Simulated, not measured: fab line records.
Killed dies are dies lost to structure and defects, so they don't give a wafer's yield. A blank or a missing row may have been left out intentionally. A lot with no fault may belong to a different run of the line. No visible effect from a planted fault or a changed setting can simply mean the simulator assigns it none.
fab line records	flow rit_cmos
record: lots: 6	wafers: 18	last_day: 7
route steps=202 shown SILICIDE@167 CONTACT@168 M1@184
lots that met no fault: from a run of the same line without faults
start_h: the number of hours between the record's first day and the start of the first shown wafer of the lot	wait_h: how many hours have passed since the lot's step before this one	" same as the row above	L1.1+2: a single row standing in for several wafers	- no value, or no start was given	* or withheld: withheld	< > ~ a bound
route shown NAME@n: names a module that has steps shown in the file, with the first one's number in the route	usual: the fault-free wafers' mean and standard deviation	same: alike in all rows	chamber/n: place in a boat	sites: per-site readings	_std_site: standard deviation of those values	_edge_site: the outer-site mean with the inner-site mean subtracted	radius_mm: for every site, how far away it sits from the centre of the wafer	mask NAME#n: copy n	behind: the most recent tool/chamber to have shaped the wafer	hold: cause of the lot's hold/its duration in hours/its outcome	device: the transistor (n, p or np) that didn't switch	end of line: the tests these same wafers got at the end of their route	step lacking rows: just its recipe	killed: dies that structure and defects cost at the first sort, which is not the same as the wafer's yield	map: the dies of a wafer, with x for killed, . for not killed, _ for no die there
set.NAME: the run value of the setting; set.NAME@STEP: its run value at that earlier step	model.NAME: the simulator's own value behind a step, which no gauge read
certain route steps with their lots: each step a table, each wafer a row
services: from which hour (start_h, from the record's first day; less than 0 if before it) a tool's chamber was out of use, for how many hours, and why
== steps ==
step: RIT_SILICIDE_RTA_06
recipe: temp_c: 750	time_s: 10	idle_temp_c: 25	ramp_up_s: 5	ramp_down_s: 10	cool_to_c: 25	ambient: N2
usual: wafer_temp_C_max: 753.5/0.79
lot.wafer	tool	chamber	start_h	wait_h	wafer_temp_C_max
L278.4	rtp_anneal-02	0	74.42	0.0	753.1
L278.5	"	0	"	"	755.5
L278.6	"	0	"	"	753.7
L279.1	rtp_anneal-01	0	78.93	0.0	753.0
L279.4	"	0	"	"	753.5
L279.5	"	0	"	"	753.1
L288.1	rtp_anneal-02	0	120.86	0.0	753.5
L288.4	"	0	"	"	752.9
L288.5	"	0	"	"	753.8
L290.1	rtp_anneal-02	0	132.66	0.0	753.4
L290.2	"	0	"	"	753.3
L290.5	"	0	"	"	754.2
L292.1	rtp_anneal-02	0	136.31	0.0	753.4
L292.2	"	0	"	"	754.7
L292.3	"	0	"	"	754.3
L295.1	rtp_anneal-01	0	154.82	0.0	752.9
L295.3	"	0	"	"	754.4
L295.5	"	0	"	"	752.4
step: RIT_CONTACT_CVD_00
recipe: material: SiO2	target_thk_nm: 400	precursor: TEOS	temp_c: 390	time_s: 61	rf_w: 400
usual: heater_power_w: 296/53
lot.wafer	tool	chamber	start_h	wait_h	heater_power_w
L278.4	pecvd-04	1	74.48	0.0	204
L278.5	"	2	"	"	362
L278.6	"	0	"	"	309
L279.1	pecvd-03	2	78.99	0.1	335
L279.4	"	2	"	"	244
L279.5	"	0	"	"	344
L288.1	pecvd-03	1	120.93	0.1	196
L288.4	"	1	"	"	202
L288.5	"	0	"	"	361
L290.1	pecvd-04	1	132.73	0.1	224
L290.2	"	2	"	"	358
L290.5	"	2	"	"	358
L292.1	pecvd-02	1	136.38	0.1	338
L292.2	"	0	"	"	277
L292.3	"	2	"	"	247
L295.1	pecvd-02	0	154.89	0.1	299
L295.3	"	2	"	"	243
L295.5	"	2	"	"	265
step: RIT_CONTACT_THK_MEAS_01
recipe: reads: SiO2_of_CONTACT_CVD_00
usual: CONTACT_TEOS_THK: 399/5.2
lot.wafer	tool	chamber	start_h	wait_h	CONTACT_TEOS_THK[nm]
L278.4	film_metro-03	-	74.53	0.0	399
L278.5	"	-	"	"	402
L278.6	"	-	"	"	409
L279.1	film_metro-04	-	79.04	0.0	386
L279.4	"	-	"	"	391
L279.5	"	-	"	"	392
L288.1	film_metro-03	-	120.98	0.0	396
L288.4	"	-	"	"	405
L288.5	"	-	"	"	405
L290.1	film_metro-04	-	132.78	0.0	392
L290.2	"	-	"	"	393
L290.5	"	-	"	"	405
L292.1	film_metro-02	-	136.43	0.0	395
L292.2	"	-	"	"	391
L292.3	"	-	"	"	387
L295.1	film_metro-04	-	154.94	0.0	397
L295.3	"	-	"	"	398
L295.5	"	-	"	"	404
step: RIT_CONTACT_HMDS_02
recipe: prime_time_s: 60	prime_temp_c: 140
step: RIT_CONTACT_COAT_03
recipe: resist: NOVOLAK	spin_rpm: 3250	resist_thk_nm: 1000
step: RIT_CONTACT_SOFTBAKE_04
recipe: resist: NOVOLAK	temp_c: 90	time_s: 60
step: RIT_CONTACT_EXPOSE_05
recipe: mask_id: M11	na: 0.6	source_shape: conventional	sigma_outer: 0.5	target_cd_nm: 1000	dose_mj: 250
step: RIT_CONTACT_PEB_06
recipe: resist: NOVOLAK	temp_c: withheld	time_s: withheld
step: RIT_CONTACT_DEVELOP_07
recipe: resist: NOVOLAK	develop_time_s: 120	dev_temp_c: 23
step: RIT_CONTACT_CD_MEAS_08
recipe: target_cd_nm: 1000
usual: cd_nm: 999.5/1.8
lot.wafer	tool	chamber	start_h	wait_h	cd_nm
L278.4	cd_sem-01	-	75.72	-	999.6
L278.5	"	-	"	"	997.6
L278.6	"	-	"	"	997.4
L279.1	cd_sem-02	-	80.20	-	999.1
L279.4	"	-	"	"	1001.6
L279.5	"	-	"	"	1000.9
L288.1	cd_sem-01	-	122.13	-	999.3
L288.4	"	-	"	"	1000.9
L288.5	"	-	"	"	1001.7
L290.1	cd_sem-01	-	133.93	-	998.0
L290.2	"	-	"	"	1000.0
L290.5	"	-	"	"	1000.2
L292.1	cd_sem-01	-	137.58	-	1000.2
L292.2	"	-	"	"	1000.7
L292.3	"	-	"	"	999.7
L295.1	cd_sem-02	-	155.96	-	1001.3
L295.3	"	-	"	"	1000.4
L295.5	"	-	"	"	998.9
step: RIT_CONTACT_OVL_MEAS_09
usual: CONTACT_OVL: -0.9/1.3
lot.wafer	tool	chamber	start_h	wait_h	CONTACT_OVL[nm]
L278.4	overlay-01	-	75.79	0.1	-0.5
L278.5	"	-	"	"	-0.8
L278.6	"	-	"	"	-2.9
L279.1	overlay-01	-	80.32	0.1	-1.0
L279.4	"	-	"	"	-0.8
L279.5	"	-	"	"	-3.6
L288.1	overlay-02	-	122.25	0.1	0.7
L288.4	"	-	"	"	0.6
L288.5	"	-	"	"	-1.1
L290.1	overlay-01	-	134.05	0.1	1.0
L290.2	"	-	"	"	1.3
L290.5	"	-	"	"	1.5
L292.1	overlay-02	-	137.70	0.1	-0.6
L292.2	"	-	"	"	0.2
L292.3	"	-	"	"	0.0
L295.1	overlay-01	-	156.08	0.1	-1.7
L295.3	"	-	"	"	-1.0
L295.5	"	-	"	"	-1.7
step: RIT_CONTACT_HARDBAKE_10
recipe: resist: NOVOLAK	temp_c: 140	time_s: 60
step: RIT_CONTACT_ETCH_11
recipe: target_depth_a: 4800	over_etch_frac: 0.2	stop_on: TiSi2	chemistry: CHF3/CF4/Ar	target: SiO2	CHF3_flow_sccm: 50	cf4_flow_sccm: 10	Ar_flow_sccm: 100	O2_flow_sccm: 5	pressure_mtorr: 100	rf_w: 200	time_s: 320
usual: drypump_motor_current_A: 5.9/0.46	oes_product_au: 0.988/0.014	throttle_valve_pct: 8.84/0.12
lot.wafer	tool	chamber	start_h	wait_h	drypump_motor_current_A	oes_product_au	rf_hours_counter_h	throttle_valve_pct
L278.4	rie_diel-02	0	75.96	0.1	5.3	1.010	20	8.70
L278.5	"	0	"	"	5.3	1.004	-	8.72
L278.6	"	1	"	"	5.1	0.984	-	8.78
L279.1	rie_diel-01	0	80.50	0.1	6.4	0.993	156	8.74
L279.4	"	0	"	"	6.4	1.003	-	8.74
L279.5	"	2	"	"	6.2	0.995	-	8.72
L288.1	rie_diel-02	2	122.46	0.1	5.9	0.965	97	8.85
L288.4	"	3	"	"	5.9	0.986	-	8.90
L288.5	"	2	"	"	5.9	0.960	-	8.86
L290.1	rie_diel-02	1	134.23	0.1	5.1	0.979	117	8.77
L290.2	"	2	"	"	5.9	0.960	97	8.86
L290.5	"	3	"	"	5.9	0.993	-	8.90
L292.1	rie_diel-01	2	137.92	0.1	6.2	0.987	78	8.72
L292.2	"	3	"	"	6.6	0.985	1	9.11
L292.3	"	1	"	"	6.2	1.009	21	8.67
L295.1	rie_diel-04	2	156.27	0.1	5.6	0.992	51	8.84
L295.3	"	1	"	"	5.6	0.980	9	8.94
L295.5	"	2	"	"	5.6	0.994	-	8.84
step: RIT_CONTACT_STRIP_12
recipe: chemistry: O2	time_s: 180	resist: NOVOLAK	platen_temp_c: withheld	power_w: 500	pressure_mtorr: 4000	o2_flow_sccm: 4000
usual: drypump_motor_current_A: 5.7/0.55
lot.wafer	tool	chamber	start_h	wait_h	drypump_motor_current_A	rf_hours_counter_h
L278.4	plasma_asher-04	1	76.22	0.2	5.1	-
L278.5	"	0	"	"	5.7	-
L278.6	"	1	"	"	5.1	-
L279.1	plasma_asher-03	1	80.70	0.1	6.7	46
L279.4	"	1	"	"	6.7	-
L279.5	"	1	"	"	6.7	-
L288.1	plasma_asher-04	1	122.66	0.1	5.1	32
L288.4	"	1	"	"	5.1	-
L288.5	"	0	"	"	5.6	-
L290.1	plasma_asher-01	0	134.43	0.1	5.5	46
L290.2	"	1	"	"	5.1	46
L290.5	"	0	"	"	5.5	-
L292.1	plasma_asher-04	1	138.12	0.1	5.1	34
L292.2	"	0	"	"	5.7	34
L292.3	"	1	"	"	5.1	-
L295.1	plasma_asher-01	1	156.47	0.1	5.1	48
L295.3	"	0	"	"	5.5	-
L295.5	"	1	"	"	5.1	-
step: RIT_CONTACT_CD_MEAS_90
recipe: target_cd_nm: 1000
usual: cd_nm: 999.5/1.8
lot.wafer	tool	chamber	start_h	wait_h	cd_nm
L278.4	cd_sem-01	-	76.39	0.1	999.5
L278.5	"	-	"	"	998.0
L278.6	"	-	"	"	997.8
L279.1	cd_sem-02	-	80.87	0.1	999.7
L279.4	"	-	"	"	1001.7
L279.5	"	-	"	"	1000.8
L288.1	cd_sem-02	-	122.83	0.1	999.4
L288.4	"	-	"	"	1001.1
L288.5	"	-	"	"	1001.3
L290.1	cd_sem-01	-	134.60	0.1	997.0
L290.2	"	-	"	"	1000.5
L290.5	"	-	"	"	1000.1
L292.1	cd_sem-02	-	138.29	0.1	999.3
L292.2	"	-	"	"	1000.5
L292.3	"	-	"	"	999.4
L295.1	cd_sem-02	-	156.64	0.1	1001.3
L295.3	"	-	"	"	1000.6
L295.5	"	-	"	"	999.1
step: RIT_CONTACT_CLEAN_13
recipe: chemistry: SC1	mix: 3:3:50	time_s: 600	temp_c: 75
step: RIT_CONTACT_CLEAN_14
recipe: chemistry: SC2	mix: 3:3:50	time_s: 600	temp_c: 75	dry: n2_spin
step: RIT_M1_SPUTTER_00
recipe: material: Al	target_thk_nm: 400	power_w: 2000	chamber_pressure_pa: 0.4	gas: Ar	time_s: 500	substrate_temp_c: 25
usual: throttle_valve_pct: 30.1/0.83
lot.wafer	tool	chamber	start_h	wait_h	throttle_valve_pct
L278.4	pvd_sputter-04	-	76.83	0.0	31.0
L278.5	"	-	"	"	31.1
L278.6	"	-	"	"	28.3
L279.1	pvd_sputter-02	-	81.34	0.0	31.0
L279.4	"	-	"	"	29.9
L279.5	"	-	"	"	29.6
L288.1	pvd_sputter-01	-	123.36	0.0	31.5
L288.4	"	-	"	"	29.6
L288.5	"	-	"	"	30.0
L290.1	pvd_sputter-01	-	135.07	0.0	29.5
L290.2	"	-	"	"	29.7
L290.5	"	-	"	"	29.9
L292.1	pvd_sputter-01	-	138.76	0.0	29.9
L292.2	"	-	"	"	29.9
L292.3	"	-	"	"	29.8
L295.1	pvd_sputter-04	-	157.11	0.0	30.1
L295.3	"	-	"	"	29.2
L295.5	"	-	"	"	30.0
step: RIT_M1_RS_MEAS_01
recipe: thk_meas_gauge: four-point-probe	reads: Al_of_M1_SPUTTER_00
usual: M1_AL_RS: 0.0736/0.00071
lot.wafer	tool	chamber	start_h	wait_h	M1_AL_RS[ohm/sq]
L278.4	film_metro-04	-	77.19	0.2	0.0752
L278.5	"	-	"	"	0.0753
L278.6	"	-	"	"	0.0744
L279.1	film_metro-04	-	81.67	0.2	0.0738
L279.4	"	-	"	"	0.0742
L279.5	"	-	"	"	0.0736
L288.1	film_metro-01	-	123.65	0.1	0.0739
L288.4	"	-	"	"	0.0733
L288.5	"	-	"	"	0.0743
L290.1	film_metro-01	-	135.37	0.1	0.0733
L290.2	"	-	"	"	0.0740
L290.5	"	-	"	"	0.0748
L292.1	film_metro-03	-	139.06	0.1	0.0736
L292.2	"	-	"	"	0.0743
L292.3	"	-	"	"	0.0731
L295.1	film_metro-03	-	157.40	0.1	0.0722
L295.3	"	-	"	"	0.0728
L295.5	"	-	"	"	0.0722
step: RIT_M1_THK_MEAS_02
recipe: thk_meas_gauge: xrf	reads: Al_of_M1_SPUTTER_00
usual: M1_AL_THK: 399/4.4
lot.wafer	tool	chamber	start_h	wait_h	M1_AL_THK[nm]
L278.4	film_metro-04	-	77.28	0.1	386
L278.5	"	-	"	"	390
L278.6	"	-	"	"	394
L279.1	film_metro-04	-	81.79	0.1	397
L279.4	"	-	"	"	395
L279.5	"	-	"	"	397
L288.1	film_metro-01	-	123.77	0.1	400
L288.4	"	-	"	"	405
L288.5	"	-	"	"	399
L290.1	film_metro-01	-	135.49	0.1	400
L290.2	"	-	"	"	400
L290.5	"	-	"	"	396
L292.1	film_metro-03	-	139.18	0.1	399
L292.2	"	-	"	"	396
L292.3	"	-	"	"	401
L295.1	film_metro-03	-	157.52	0.1	408
L295.3	"	-	"	"	405
L295.5	"	-	"	"	407
step: RIT_M1_HMDS_03
recipe: prime_time_s: 60	prime_temp_c: 140
step: RIT_M1_COAT_04
recipe: resist: NOVOLAK	spin_rpm: 2000	resist_thk_nm: 1300
step: RIT_M1_SOFTBAKE_05
recipe: resist: NOVOLAK	temp_c: 90	time_s: 60
step: RIT_M1_EXPOSE_06
recipe: mask_id: M12	na: 0.6	source_shape: conventional	sigma_outer: 0.5	target_cd_nm: 2600	dose_mj: 250
step: RIT_M1_PEB_07
recipe: resist: NOVOLAK	temp_c: withheld	time_s: withheld
step: RIT_M1_DEVELOP_08
recipe: resist: NOVOLAK	develop_time_s: 68	dev_temp_c: 23
step: RIT_M1_CD_MEAS_09
recipe: target_cd_nm: 2600
usual: cd_nm: 2600.5/2.1
lot.wafer	tool	chamber	start_h	wait_h	cd_nm
L278.4	cd_sem-02	-	78.25	-	2601.3
L278.5	"	-	"	"	2601.9
L278.6	"	-	"	"	2601.4
L279.1	cd_sem-01	-	82.73	-	2604.2
L279.4	"	-	"	"	2601.0
L279.5	"	-	"	"	2603.0
L288.1	cd_sem-02	-	124.90	-	2603.5
L288.4	"	-	"	"	2601.8
L288.5	"	-	"	"	2603.4
L290.1	cd_sem-01	-	136.61	-	2600.6
L290.2	"	-	"	"	2600.1
L290.5	"	-	"	"	2601.2
L292.1	cd_sem-02	-	140.24	-	2600.1
L292.2	"	-	"	"	2602.3
L292.3	"	-	"	"	2603.2
L295.1	cd_sem-02	-	158.46	-	2601.8
L295.3	"	-	"	"	2601.4
L295.5	"	-	"	"	2601.3
step: RIT_M1_OVL_MEAS_10
usual: M1_OVL: 0.0/1.3
lot.wafer	tool	chamber	start_h	wait_h	M1_OVL[nm]
L278.4	overlay-01	-	78.33	0.1	1.5
L278.5	"	-	"	"	0.9
L278.6	"	-	"	"	1.4
L279.1	overlay-01	-	82.85	0.1	2.5
L279.4	"	-	"	"	1.0
L279.5	"	-	"	"	1.0
L288.1	overlay-02	-	125.02	0.1	1.2
L288.4	"	-	"	"	-0.4
L288.5	"	-	"	"	-1.0
L290.1	overlay-01	-	136.73	0.1	0.0
L290.2	"	-	"	"	0.9
L290.5	"	-	"	"	0.7
L292.1	overlay-01	-	140.36	0.1	1.5
L292.2	"	-	"	"	0.1
L292.3	"	-	"	"	1.0
L295.1	overlay-01	-	158.58	0.1	0.1
L295.3	"	-	"	"	0.0
L295.5	"	-	"	"	-1.0
step: RIT_M1_HARDBAKE_11
recipe: resist: NOVOLAK	temp_c: 140	time_s: 120
step: RIT_M1_METAL_ETCH_12
recipe: stop_on: SiO2	chemistry: Cl2/BCl3	target: Al	time_s: 165	over_etch_frac: 0.5	pressure_mtorr: 100	target_depth_a: 6000	rf_w: 250	Cl2_flow_sccm: 60	bcl3_flow_sccm: 50
usual: bcl3_flow_sccm: 50.00/0.17	drypump_motor_current_A: 5.8/0.5	oes_product_au: 0.777/0.0088	throttle_valve_pct: 8.25/0.11
lot.wafer	tool	chamber	start_h	wait_h	bcl3_flow_sccm	drypump_motor_current_A	oes_product_au	rf_hours_counter_h	throttle_valve_pct
L278.4	rie_metal-01	1	78.65	0.1	50.10	5.6	0.774	-	8.28
L278.5	"	0	"	"	50.25	5.2	0.771	-	8.08
L278.6	"	1	"	"	50.00	5.6	0.779	-	8.27
L279.1	rie_metal-03	0	83.14	0.2	49.90	5.9	0.765	2.5	8.35
L279.4	"	0	"	"	49.95	5.9	0.775	-	8.35
L279.5	"	0	"	"	49.80	5.9	0.775	-	8.38
L288.1	rie_metal-03	1	125.31	0.2	50.14	6.2	0.782	3.1	8.32
L288.4	"	0	"	"	49.90	6.0	0.780	-	8.35
L288.5	"	1	"	"	49.90	6.2	0.767	-	8.31
L290.1	rie_metal-01	0	137.02	0.2	50.10	5.2	0.782	1.6	8.05
L290.2	"	1	"	"	49.97	5.6	0.777	1.3	8.28
L290.5	"	1	"	"	49.93	5.6	0.773	-	8.29
L292.1	rie_metal-02	1	140.65	0.2	50.19	5.1	0.772	5.2	8.17
L292.2	"	0	"	"	50.00	6.6	0.762	5.2	8.38
L292.3	"	0	"	"	50.02	6.5	0.765	-	8.38
L295.1	rie_metal-02	0	158.87	0.2	50.17	6.6	0.765	5.4	8.38
L295.3	"	0	"	"	50.13	6.6	0.762	-	8.37
L295.5	"	1	"	"	50.14	5.2	0.776	-	8.16
step: RIT_M1_STRIP_13
recipe: chemistry: nmp	resist: NOVOLAK	temp_c: 80	time_s: 600	dry: n2_spin
step: RIT_M1_STRIP_14
recipe: chemistry: O2	time_s: 180	platen_temp_c: withheld	power_w: 500	pressure_mtorr: 4000	o2_flow_sccm: 4000
step: RIT_M1_CD_MEAS_90
recipe: target_cd_nm: 2600
usual: cd_nm: 2600.5/2.2
lot.wafer	tool	chamber	start_h	wait_h	cd_nm
L278.4	cd_sem-02	-	79.17	0.1	2600.2
L278.5	"	-	"	"	2599.6
L278.6	"	-	"	"	2600.8
L279.1	cd_sem-02	-	83.67	0.1	2604.9
L279.4	"	-	"	"	2601.0
L279.5	"	-	"	"	2603.0
L288.1	cd_sem-02	-	125.84	0.1	2604.0
L288.4	"	-	"	"	2602.1
L288.5	"	-	"	"	2603.5
L290.1	cd_sem-02	-	137.53	0.1	2598.1
L290.2	"	-	"	"	2600.2
L290.5	"	-	"	"	2601.8
L292.1	cd_sem-02	-	141.16	0.1	2600.7
L292.2	"	-	"	"	2602.8
L292.3	"	-	"	"	2602.9
L295.1	cd_sem-02	-	159.49	0.2	2603.4
L295.3	"	-	"	"	2601.5
L295.5	"	-	"	"	2602.6
step: RIT_M1_ANNEAL_15
recipe: temp_c: 450	time_s: 1800	ambient: forming_gas_H2N2
step: RIT_M1_BOW_MEAS_16
recipe: mode: bow
usual: M1_BOW: 18/6.3
lot.wafer	tool	chamber	start_h	wait_h	M1_BOW[um]
L278.4	film_metro-04	-	80.79	0.1	8
L278.5	"	-	"	"	23
L278.6	"	-	"	"	19
L279.1	film_metro-03	-	85.29	0.0	10
L279.4	"	-	"	"	15
L279.5	"	-	"	"	21
L288.1	film_metro-03	-	127.46	0.0	25
L288.4	"	-	"	"	20
L288.5	"	-	"	"	17
L290.1	film_metro-04	-	139.15	0.0	17
L290.2	"	-	"	"	27
L290.5	"	-	"	"	17
L292.1	film_metro-03	-	142.78	0.0	27
L292.2	"	-	"	"	25
L292.3	"	-	"	"	15
L295.1	film_metro-04	-	161.11	0.0	11
L295.3	"	-	"	"	16
L295.5	"	-	"	"	16
step: RIT_M1_PROBE_99
usual: killed_at_contacts: 0.0/0.18	killed_at_front_end: 7/3	killed_dies: 7/3	killed_on_rim: 2/1.4	killed_open: 3.6/1.9	killed_short: 3.2/1.8
same: gross_dies: 264	killed_at_M0_to_M3: 0	killed_at_M4_up: 0	killed_at_back_side: 0	killed_at_other: 0
lot.wafer	tool	chamber	start_h	wait_h	killed_at_contacts	killed_at_front_end	killed_dies	killed_on_rim	killed_open	killed_short
L279.1	prober-02	-	85.41	0.1	0	4	4	1	2	2
L279.4	prober-02	-	85.56	0.2	0	7	7	1	2	5
L279.5	prober-02	-	85.61	0.2	0	4	4	2	2	2
L288.1	prober-01	-	127.58	0.1	16	11	27	11	7	4
L288.4	prober-01	-	127.73	0.2	31	6	37	2	3	3
L288.5	prober-01	-	127.78	0.2	16	12	28	11	7	5
L290.1	prober-01	-	139.27	0.1	15	7	22	9	6	2
L290.2	prober-01	-	139.32	0.1	19	7	26	12	4	3
L290.5	prober-01	-	139.47	0.2	26	8	34	3	3	5
L292.1	prober-01	-	142.90	0.1	0	5	5	2	2	3
L292.2	prober-01	-	142.95	0.1	0	3	3	1	1	2
L292.3	prober-01	-	143.00	0.2	0	7	7	3	3	4
killed by level:class
L279.1 GATE:geometric_particle:short=1 FOX2:geometric_particle:open=1 GATE:geometric_particle:open=1 REOX:geometric_particle:short=1
L279.4 GATE:geometric_particle:short=3 FOX1:geometric_particle:short=2 FOX1:geometric_particle:open=1 SPACER:geometric_particle:open=1
L279.5 GATE:geometric_particle:open=1 REOX:geometric_particle:short=1 SPACER:geometric_particle:short=1 SILICIDE:geometric_particle:open=1
L288.1 CONTACT:unspecified=16 GATE:geometric_particle:open=5 REOX:geometric_particle:open=2 REOX:geometric_particle:short=2 GATE:geometric_particle:short=1 SPACER:geometric_particle:short=1
L288.4 CONTACT:unspecified=31 GATE:geometric_particle:short=2 GATE:geometric_particle:open=2 FOX1:geometric_particle:short=1 SPACER:geometric_particle:open=1
L288.5 CONTACT:unspecified=16 GATE:geometric_particle:open=3 REOX:geometric_particle:open=3 REOX:geometric_particle:short=3 FOX1:geometric_particle:short=1 SILICIDE:geometric_particle:open=1 SILICIDE:geometric_particle:short=1
L290.1 CONTACT:unspecified=14 SILICIDE:geometric_particle:open=3 FOX1:geometric_particle:open=1 FOX2:geometric_particle:short=1 SPACER:geometric_particle:short=1 SPACER:geometric_particle:open=1 CONTACT:geometric_particle:open=1
L290.2 CONTACT:unspecified=19 FOX1:geometric_particle:open=2 GATE:geometric_particle:short=2 SILICIDE:geometric_particle:open=2 SPACER:geometric_particle:short=1
L290.5 CONTACT:unspecified=26 GATE:geometric_particle:open=3 GATE:geometric_particle:short=3 FOX2:geometric_particle:short=1 SPACER:geometric_particle:short=1
L292.1 GATE:geometric_particle:short=3 FOX1:geometric_particle:open=1 SPACER:geometric_particle:open=1
L292.2 GATE:geometric_particle:short=1 REOX:geometric_particle:open=1 SPACER:geometric_particle:short=1
L292.3 REOX:geometric_particle:open=2 SPACER:geometric_particle:short=2 FOX1:geometric_particle:short=1 GATE:geometric_particle:open=1 GATE:geometric_particle:short=1
map L288.4 (x killed, . not)
________......._______
_____........x....____
____..........x....___
___.................__
__..................._
__...........x.x....._
_.x.......x.xxx.......
_..........xxxxxx.....
_.........xxxxxxx.....
_..........xxxxxxxx...
__..........x.xx....._
__............xx....x_
___.................__
____...x...........___
_____.............____
________......._______
map L290.5 (x killed, . not)
________......._______
_____.............____
____..........x....___
___x...........x....__
__x.................._
__..................._
_..........x.xxx......
_........x.xxxxx.x....
_..x.......xxxxx.x....
_...........xxxxxx....
__.......x.xxxx......_
__..................._
___.................__
____...............___
_____.............____
________......x_______
== services ==
tool	chamber	start_h	hours	kind
rie_diel-04	0	53.80	4.5	repair
pecvd-03	-	60.55	5.5	pm
rie_metal-01	1	61.42	8.4	repair
plasma_asher-04	-	73.26	1.3	repair
pvd_sputter-02	-	74.09	4.8	repair
rie_diel-01	3	78.66	-	clean
rie_diel-01	3	78.66	17.7	scheduled_down
rie_diel-01	3	78.66	17.7	vent_cycle
rie_metal-02	0	78.97	1.2	repair
rie_diel-01	1	105.76	1.6	repair
rie_metal-01	-	107.00	0.3	repair
plasma_asher-03	-	108.75	9.0	pm
rie_diel-01	0	116.49	5.1	repair
pecvd-02	-	118.18	6.5	repair
rie_diel-02	0	119.54	21.0	repair
rie_diel-01	0	121.58	-	clean
rie_diel-01	0	121.58	17.5	scheduled_down
plasma_asher-04	-	131.30	3.8	repair
rie_metal-03	1	131.56	17.7	repair
pecvd-04	0	134.14	28.7	repair
pecvd-03	-	137.16	0.8	repair
pecvd-02	0	137.56	3.6	repair
rie_diel-04	3	151.34	13.5	repair
plasma_asher-04	-	157.03	1.3	repair
== key ==
first_sign: step: RIT_M1_PROBE_99	reading: killed_at_contacts	direction: up	sigmas: 20	usual: 0.0	struck: 20.5
effect: step: RIT_M1_PROBE_99	reading: killed_dies	direction: up	sigmas: 7.3	usual: 7	struck: 29
met_at RIT_CONTACT_ETCH_11
struck_wafers L288.1,L288.4,L288.5,L290.1,L290.2,L290.5
tester_left_out L288,L290
onset_between 75.96 122.46
fault: kind: chamber_particle_source	tool: rie_diel-02	chamber: -	onset_h: 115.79	steps: RIT_CONTACT_ETCH_11	rate_per_visit_cm2: 0.60771	end_h: 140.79
tester_left_out: of these lots the tester's yield and bins aren't shown, on N5 and GAA mostly nor the transistor test; their killed dies are dies lost to structure and defects alone, not to doping, threshold or leakage, so they don't give the yield
